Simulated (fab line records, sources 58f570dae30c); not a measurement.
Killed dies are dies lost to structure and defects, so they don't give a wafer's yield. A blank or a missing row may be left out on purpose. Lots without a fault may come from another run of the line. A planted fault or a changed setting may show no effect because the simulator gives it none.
Problem report in the 8D (eight disciplines) form, filled by code | flow berkeley_cmos170 | the parts of the form that need people (team, actions taken, sign-off) are left out

1. THE PROBLEM
beam_energy_keV at UCB170_NLDD_IMPLANT_09 reads a mean of 29.076 on 6 wafers of 2 lots; wafers without a fault read 30.000 with a standard deviation of 0.011. That is -84 standard deviations from the usual mean.
First seen on wafer L857.2, day 7 20:16, on implanter-01. The record holds 39 wafers of 13 lots with a number at this step. Rule for "out", or "out of limits": more than 4 standard deviations from the usual mean. The other wafers with a number count as sound.

2. WHAT IT IS AND WHAT IT IS NOT
question                    | is                     | is not
which readings at this step | beam_energy_keV        | tilt_deg
which lots                  | L857, L861             | L851, L852, L853, L854, L867, L868, L869, L870, L872, L873, L874
which wafers of those lots  | all that have a number | -
read on which tools         | implanter-01           | implanter-02, implanter-03
when                        | from day 7 20:16       | up to then (12 sound wafers); but 21 sound wafers of L867, L868, L869, L870, L872, L873, L874 came after

3. SUSPECTS, AND WHAT RULES EACH OUT
Counting: a tool at a process step up to the reading stays a suspect if it ran every lot that is out and no sound lot after the first of them.
- implanter-01 at UCB170_NLDD_IMPLANT_09: ruled out as a lasting fault. Sound lots L874 ran on it after its first lot that is out, L857 (day 7 20:16).
Left after counting: nothing in the record.

4. THE CAUSE (what the simulator had put in)
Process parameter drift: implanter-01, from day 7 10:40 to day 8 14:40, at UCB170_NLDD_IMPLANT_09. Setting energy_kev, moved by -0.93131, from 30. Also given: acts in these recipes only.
Counting ruled it out, wrongly.

5. THE CHAIN OF EFFECTS, in route order
Each row: a reading whose mean over the struck wafers that have a number lies more than 3 standard deviations from the usual. Only readings for which the record gives a usual standard deviation are gone through. hours: the time from each lot's start at the first step in this table that gives one to its start at this step, as a median over the lots. sigmas: the change in usual standard deviations.
hours | step                   | reading         | usual  | on struck wafers | change | sigmas
0     | UCB170_NLDD_IMPLANT_09 | beam_energy_keV | 30.000 | 29.076           | -0.924 | -84
The process steps in it:
- UCB170_NLDD_IMPLANT_09

6. WHAT WOULD HAVE CAUGHT IT SOONER
In this record the first reading out of limits was taken at day 7 20:16, 10 hours after the fault began at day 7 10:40.
